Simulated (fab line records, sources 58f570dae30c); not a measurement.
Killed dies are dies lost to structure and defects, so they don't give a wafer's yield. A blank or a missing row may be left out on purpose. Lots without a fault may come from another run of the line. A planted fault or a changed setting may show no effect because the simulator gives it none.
fab line records | flow berkeley_cmos170
record lots=14 wafers=42 last_day=12
route steps=331 shown FIELD@96 PLDD@151 PSD@182
lots that met no fault: from a run of the same line without faults
start_h: hours from the record's first day to the start of the lot's first wafer shown | wait_h: hours since the lot's step before | " the same as in the row above | L1.1+2: a row that stands for several wafers | - no value, or no start given | * or withheld: withheld | < > ~ a bound
route shown NAME@n: a module of which the file shows steps, and the number in the route of the first | usual: mean/standard deviation of fault-free wafers | same: alike in all rows | chamber/n: place in a boat | sites: the reading at each site | _std_site: their standard deviation | _edge_site: outer sites' mean less inner sites' | radius_mm: how far each site lies from the wafer's centre | mask NAME#n: copy n | behind: the tool/chamber that last shaped the wafer | hold: why the lot was held/for how many hours/how that ended | device: the transistor (n, p or np) that didn't switch | end of line: the same wafers' tests at the end of the route | a step without rows: its recipe alone | killed: dies lost to structure and defects at the first sort, not the wafer's yield | map: a wafer's dies, x killed, . not, _ none there
set.NAME: the setting as run; set.NAME@STEP: as run at that earlier step | model.NAME: the simulator's own value behind a step, which no gauge read
steps of the route over a sample of lots; a table a step, a row a wafer
services: from which hour (start_h, from the record's first day; less than 0 if before it) a tool's chamber was out of use, for how many hours, and why
## steps
# step UCB170_FIELD_THK_MEAS_90
# recipe reads=SiO2_of_FIELD_OXIDATION_01
# usual FIELD_OXIDE_LEFT_1_THK=440/8.8
# columns lot.wafer tool chamber start_h wait_h FIELD_OXIDE_LEFT_1_THK[nm]
L141.2 film_metro-04 - 112.74 0.0 444
L141.5 " - " " 439
L141.6 " - " " 437
L149.3 film_metro-04 - 131.19 0.1 443
L149.5 " - " " 444
L149.6 " - " " 445
L151.2 film_metro-04 - 147.08 0.1 429
L151.3 " - " " 429
L151.5 " - " " 430
L152.1 film_metro-01 - 163.12 0.0 422
L152.3 " - " " 434
L152.5 " - " " 435
L155.1 film_metro-03 - 171.05 0.0 429
L155.2 " - " " 429
L155.3 " - " " 432
L156.1 film_metro-01 - 171.05 0.0 420
L156.4 " - " " 430
L156.5 " - " " 434
L157.2 film_metro-04 - 171.06 0.0 448
L157.5 " - " " 448
L157.6 " - " " 439
L153.2 film_metro-04 - 171.12 0.0 458
L153.4 " - " " 452
L153.5 " - " " 452
L158.3 film_metro-01 - 171.13 0.1 441
L158.4 " - " " 443
L158.6 " - " " 432
L163.2 film_metro-03 - 196.31 0.0 453
L163.4 " - " " 447
L163.5 " - " " 454
L162.2 film_metro-03 - 197.28 0.0 444
L162.4 " - " " 438
L162.5 " - " " 452
L159.4 film_metro-01 - 197.30 0.0 451
L159.5 " - " " 443
L159.6 " - " " 445
L160.1 film_metro-03 - 197.33 0.1 448
L160.2 " - " " 443
L160.4 " - " " 450
L164.1 film_metro-01 - 216.86 0.0 450
L164.3 " - " " 445
L164.5 " - " " 452
# step UCB170_PLDD_CD_MEAS_06
# recipe target_cd_nm=1200
# usual cd_nm=1199.8/1.3
# columns lot.wafer tool chamber start_h wait_h cd_nm
L141.2 cd_sem-01 - 146.86 - 1199.4
L141.5 " - " " 1199.2
L141.6 " - " " 1198.9
L149.3 cd_sem-01 - 163.21 - 1200.1
L149.5 " - " " 1199.7
L149.6 " - " " 1200.0
L151.2 cd_sem-02 - 181.51 - 1200.7
L151.3 " - " " 1202.4
L151.5 " - " " 1201.8
L152.1 cd_sem-01 - 190.36 - 1199.7
L152.3 " - " " 1200.6
L152.5 " - " " 1200.9
L157.2 cd_sem-02 - 200.20 - 1199.3
L157.5 " - " " 1198.2
L157.6 " - " " 1198.6
L156.1 cd_sem-02 - 207.07 - 1203.1
L156.4 " - " " 1202.4
L156.5 " - " " 1202.1
L153.2 cd_sem-01 - 207.36 - 1199.1
L153.4 " - " " 1197.9
L153.5 " - " " 1198.9
L158.3 cd_sem-02 - 207.47 - 1200.6
L158.4 " - " " 1199.4
L158.6 " - " " 1201.1
L155.1 cd_sem-02 - 207.70 - 1198.2
L155.2 " - " " 1197.2
L155.3 " - " " 1198.4
L160.1 cd_sem-01 - 235.19 - 1200.8
L160.2 " - " " 1201.8
L160.4 " - " " 1200.8
L159.4 cd_sem-02 - 235.89 - 1200.4
L159.5 " - " " 1198.0
L159.6 " - " " 1199.4
L162.2 cd_sem-01 - 236.13 - 1201.8
L162.4 " - " " 1201.5
L162.5 " - " " 1200.7
L163.2 cd_sem-02 - 236.35 - 1200.4
L163.4 " - " " 1200.8
L163.5 " - " " 1200.8
L164.1 cd_sem-02 - 245.99 - 1199.1
L164.3 " - " " 1199.1
L164.5 " - " " 1198.8
# step UCB170_PSD_OVL_MEAS_07
# usual PSD_OVL=2/5.9
# columns lot.wafer tool chamber start_h wait_h PSD_OVL[nm]
L141.2 overlay-02 - 154.97 0.1 11
L141.5 " - " " 2
L141.6 " - " " 3
L149.3 overlay-02 - 170.17 0.1 4
L149.5 " - " " 3
L149.6 " - " " 1
L151.2 overlay-02 - 193.20 0.1 -2
L151.3 " - " " -1
L151.5 " - " " 0
L152.1 overlay-02 - 201.01 0.1 2
L152.3 " - " " 7
L152.5 " - " " 5
L157.2 overlay-01 - 212.83 0.1 -4
L157.5 " - " " 3
L157.6 " - " " -7
L156.1 overlay-01 - 212.95 0.1 10
L156.4 " - " " 7
L156.5 " - " " 10
L153.2 overlay-02 - 219.46 0.1 0
L153.4 " - " " 4
L153.5 " - " " 2
L155.1 overlay-01 - 219.58 0.1 -5
L155.2 " - " " -5
L155.3 " - " " -11
L158.3 overlay-02 - 219.74 0.1 4
L158.4 " - " " -1
L158.6 " - " " -2
L163.2 overlay-02 - 244.89 0.1 0
L163.4 " - " " 0
L163.5 " - " " -4
L159.4 overlay-01 - 245.13 0.1 -5
L159.5 " - " " -1
L159.6 " - " " -5
L160.1 overlay-02 - 245.61 0.1 -4
L160.2 " - " " -1
L160.4 " - " " -3
L162.2 overlay-01 - 245.91 0.1 -5
L162.4 " - " " -8
L162.5 " - " " 1
L164.1 overlay-01 - 253.28 0.1 -8
L164.3 " - " " -1
L164.5 " - " " -5
# step UCB170_PSD_IMPLANT_08
# recipe species=B dose_cm2=3e+15 energy_kev=20 tilt_deg=7
# usual beam_energy_keV=20.000/0.0067 beam_on_s=9.99/0.2
# columns lot.wafer tool chamber start_h wait_h beam_energy_keV beam_on_s
L141.2 implanter-02 0 155.03 0.0 20.010 10.16
L141.5 " 0 " " 20.007 10.06
L141.6 " 0 " " 20.009 10.06
L149.3 implanter-04 0 170.26 0.1 20.005 9.60
L149.5 " 0 " " 20.002 10.21
L149.6 " 0 " " 20.008 10.22
L151.2 implanter-04 - 193.25 0.0 - -
L151.3 " - " " - -
L151.5 " - " " - -
L152.1 implanter-04 - 201.04 0.0 - -
L152.3 " - " " - -
L152.5 " - " " - -
L157.2 implanter-04 0 212.89 0.0 19.995 10.14
L157.5 " 0 " " 19.994 10.02
L157.6 " 0 " " 19.992 10.09
L156.1 implanter-04 0 213.01 0.1 20.012 9.90
L156.4 " 0 " " 20.003 9.96
L156.5 " 0 " " 20.008 10.32
L153.2 implanter-02 0 219.52 0.0 19.996 9.74
L153.4 " 0 " " 19.996 9.97
L153.5 " 0 " " 19.991 9.85
L155.1 implanter-04 0 219.61 0.0 20.005 10.08
L155.2 " 0 " " 20.003 10.10
L155.3 " 0 " " 20.000 10.28
L158.3 implanter-03 0 219.82 0.1 20.005 9.96
L158.4 " 0 " " 20.005 10.11
L158.6 " 0 " " 19.993 9.73
L163.2 implanter-03 0 244.95 0.0 20.001 10.27
L163.4 " 0 " " 20.001 10.08
L163.5 " 0 " " 19.989 10.39
L159.4 implanter-04 0 245.22 0.1 19.994 9.94
L159.5 " 0 " " 20.009 9.83
L159.6 " 0 " " 20.005 10.07
L160.1 implanter-02 0 245.65 0.0 19.991 9.87
L160.2 " 0 " " 19.993 10.24
L160.4 " 0 " " 19.989 10.04
L162.2 implanter-04 0 245.97 0.0 20.000 9.80
L162.4 " 0 " " 20.014 9.86
L162.5 " 0 " " 19.994 9.80
L164.1 implanter-04 0 253.32 0.0 20.001 10.19
L164.3 " 0 " " 19.995 9.61
L164.5 " 0 " " 19.995 9.98
# step UCB170_PSD_STRIP_09
# recipe chemistry=O2 power_w=400 pressure_mtorr=3500 platen_temp_c=withheld o2_flow_sccm=400 overash_fraction=0.5
# usual drypump_motor_current_A=5.6/0.56 oes_product_au=0.600/0.0043 strip_time_to_endpoint_s=29.40/0.074
# columns lot.wafer tool chamber start_h wait_h drypump_motor_current_A oes_product_au rf_hours_counter_h strip_time_to_endpoint_s
L141.2 plasma_asher-02 1 155.15 0.1 6.0 0.595 4 29.39
L141.5 " 1 " " 6.0 0.603 - 29.34
L141.6 " 0 " " 5.8 0.603 - 29.44
L149.3 plasma_asher-01 0 170.39 0.1 5.3 0.599 - 29.36
L149.5 " 0 " " 5.2 0.601 - 29.30
L149.6 " 1 " " 4.6 0.600 - 29.31
L151.2 plasma_asher-02 1 193.38 0.1 6.0 0.729 8 21.69
L151.3 " 0 " " 5.8 0.729 - 21.68
L151.5 " 0 " " 5.8 0.729 - 21.66
L152.1 plasma_asher-02 0 201.19 0.1 5.8 0.737 9 21.71
L152.3 " 1 " " 6.0 0.728 - 21.62
L152.5 " 0 " " 5.8 0.734 - 21.64
L157.2 plasma_asher-02 1 213.01 0.1 6.0 0.595 10 29.55
L157.5 " 0 " " 5.8 0.596 - 29.46
L157.6 " 1 " " 6.0 0.597 - 29.48
L156.1 plasma_asher-02 1 213.16 0.1 6.0 0.598 11 29.46
L156.4 " 1 " " 6.0 0.599 - 29.39
L156.5 " 1 " " 6.0 0.594 - 29.38
L153.2 plasma_asher-04 1 219.64 0.1 6.4 0.598 48 29.46
L153.4 " 0 " " 5.7 0.602 - 29.44
L153.5 " 0 " " 5.7 0.604 - 29.50
L155.1 plasma_asher-02 0 219.76 0.1 5.8 0.608 11 29.36
L155.2 " 1 " " 6.0 0.604 11 29.46
L155.3 " 1 " " 6.0 0.604 - 29.37
L158.3 plasma_asher-01 1 219.95 0.1 4.6 0.596 - 29.52
L158.4 " 0 " " 5.3 0.602 - 29.57
L158.6 " 0 " " 5.3 0.600 - 29.52
L163.2 plasma_asher-04 0 245.07 0.1 5.6 0.598 51 29.30
L163.4 " 1 " " 6.4 0.603 - 29.26
L163.5 " 0 " " 5.7 0.594 - 29.22
L159.4 plasma_asher-01 0 245.33 0.1 5.3 0.595 - 29.42
L159.5 " 1 " " 4.6 0.597 - 29.35
L159.6 " 0 " " 5.3 0.599 - 29.37
L160.1 plasma_asher-02 1 245.80 0.1 6.0 0.604 14 29.32
L160.2 " 0 " " 5.8 0.602 14 29.41
L160.4 " 1 " " 6.0 0.602 - 29.40
L162.2 plasma_asher-01 1 246.09 0.1 4.6 0.593 55 29.41
L162.4 " 1 " " 4.6 0.596 - 29.35
L162.5 " 1 " " 4.6 0.599 - 29.33
L164.1 plasma_asher-04 0 253.47 0.1 5.7 0.598 52 29.55
L164.3 " 0 " " 5.7 0.606 - 29.59
L164.5 " 1 " " 6.4 0.603 - 29.54
# step UCB170_PSD_TW_MEAS_10
# usual PSD_TW=2332/17
# columns lot.wafer tool chamber start_h wait_h PSD_TW
L141.2 film_metro-04 - 155.26 0.1 2320
L141.5 " - " " 2327
L141.6 " - " " 2326
L149.3 film_metro-04 - 170.48 0.1 2322
L149.5 " - " " 2310
L149.6 " - " " 2301
L151.2 film_metro-04 - 193.49 0.1 30
L151.3 " - " " 30
L151.5 " - " " 30
L152.1 film_metro-02 - 201.29 0.1 30
L152.3 " - " " 30
L152.5 " - " " 30
L157.2 film_metro-04 - 213.12 0.1 2324
L157.5 " - " " 2328
L157.6 " - " " 2327
L156.1 film_metro-04 - 213.26 0.1 2331
L156.4 " - " " 2321
L156.5 " - " " 2326
L153.2 film_metro-04 - 219.75 0.1 2338
L153.4 " - " " 2325
L153.5 " - " " 2319
L155.1 film_metro-03 - 219.86 0.1 2334
L155.2 " - " " 2343
L155.3 " - " " 2342
L158.3 film_metro-02 - 220.04 0.1 2356
L158.4 " - " " 2328
L158.6 " - " " 2334
L163.2 film_metro-03 - 245.18 0.1 2366
L163.4 " - " " 2362
L163.5 " - " " 2348
L159.4 film_metro-04 - 245.42 0.1 2313
L159.5 " - " " 2321
L159.6 " - " " 2306
L160.1 film_metro-03 - 245.90 0.1 2366
L160.2 " - " " 2348
L160.4 " - " " 2365
L162.2 film_metro-03 - 246.20 0.1 2359
L162.4 " - " " 2346
L162.5 " - " " 2355
L164.1 film_metro-04 - 253.57 0.1 2324
L164.3 " - " " 2310
L164.5 " - " " 2319
# step UCB170_SDANNEAL_RS_MEAS_02
# recipe thk_meas_gauge=four-point-probe
# usual PSD_RS=75.5/0.36
# columns lot.wafer tool chamber start_h wait_h PSD_RS[ohm/sq]
L141.2 film_metro-04 - 160.61 0.1 75.6
L141.5 " - " " 76.0
L141.6 " - " " 75.6
L149.3 film_metro-02 - 173.33 0.1 75.3
L149.5 " - " " 75.5
L149.6 " - " " 75.4
L151.2 film_metro-03 - 199.50 0.1 133.1
L151.3 " - " " 133.1
L151.5 " - " " 133.2
L152.1 film_metro-04 - 204.08 0.0 133.3
L152.3 " - " " 133.1
L152.5 " - " " 133.1
L157.2 film_metro-02 - 217.69 0.1 75.1
L157.5 " - " " 74.7
L157.6 " - " " 74.9
L156.1 film_metro-04 - 218.11 0.0 75.2
L156.4 " - " " 75.4
L156.5 " - " " 75.3
L153.2 film_metro-04 - 223.50 0.1 75.2
L153.4 " - " " 75.3
L153.5 " - " " 75.0
L155.1 film_metro-02 - 223.67 0.0 76.5
L155.2 " - " " 76.0
L155.3 " - " " 76.3
L158.3 film_metro-03 - 224.50 0.1 75.4
L158.4 " - " " 75.6
L158.6 " - " " 75.5
L163.2 film_metro-02 - 249.66 0.1 75.2
L163.4 " - " " 75.6
L163.5 " - " " 75.2
L159.4 film_metro-03 - 249.82 0.1 76.1
L159.5 " - " " 76.2
L159.6 " - " " 76.2
L160.1 film_metro-04 - 250.76 0.0 75.2
L160.2 " - " " 75.3
L160.4 " - " " 75.1
L162.2 film_metro-04 - 251.28 0.1 75.6
L162.4 " - " " 75.6
L162.5 " - " " 75.8
L164.1 film_metro-04 - 259.07 0.0 75.2
L164.3 " - " " 75.1
L164.5 " - " " 75.3
## services
# columns tool chamber start_h hours kind
implanter-04 - 145.71 4.1 pm
plasma_asher-04 - 167.26 5.8 repair
implanter-03 - 167.80 6.3 repair
implanter-02 - 173.81 3.4 pm
plasma_asher-01 - 176.79 3.4 repair
implanter-03 - 211.31 6.1 repair
plasma_asher-01 - 211.97 2.7 repair
implanter-03 - 224.80 2.7 pm
implanter-02 - 249.08 5.4 pm
## key
first_sign step=UCB170_PSD_IMPLANT_08 reading=tool_record direction=missing
effect step=UCB170_PSD_STRIP_09 reading=strip_time_to_endpoint_s direction=down sigmas=99+ usual=* struck=*
effect step=UCB170_PSD_TW_MEAS_10 reading=PSD_TW direction=down sigmas=99+ usual=2332 struck=30
effect step=UCB170_SDANNEAL_RS_MEAS_02 reading=PSD_RS direction=up sigmas=99+ usual=75.5 struck=133.2
met_at UCB170_PSD_IMPLANT_08
struck_lots L151,L152
later_rows_left_out L151.2,L151.3,L151.5,L152.1,L152.3,L152.5
sort_left_out L151.2,L151.3,L151.5,L152.1,L152.3,L152.5
tester_left_out L151,L152
not_acting_at UCB170_FIELD_THK_MEAS_90,UCB170_PLDD_CD_MEAS_06,UCB170_PSD_OVL_MEAS_07
onset_between 170.26 193.25
fault kind=skipped_step_whole tool=implanter-04 chamber=- onset_h=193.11 steps=UCB170_PSD_IMPLANT_08 scope=struck_lots_only
# tester_left_out: of these lots the tester's yield and bins aren't shown, on N5 and GAA mostly nor the transistor test; their killed dies are dies lost to structure and defects alone, not to doping, threshold or leakage, so they don't give the yield
# sort_left_out: the simulated sort isn't trusted on such a fault, so these wafers' sort isn't shown, and their yield isn't known
# later_rows_left_out: the simulator's readings of these wafers behind a module that went badly wrong aren't trusted and aren't shown, but for the sort
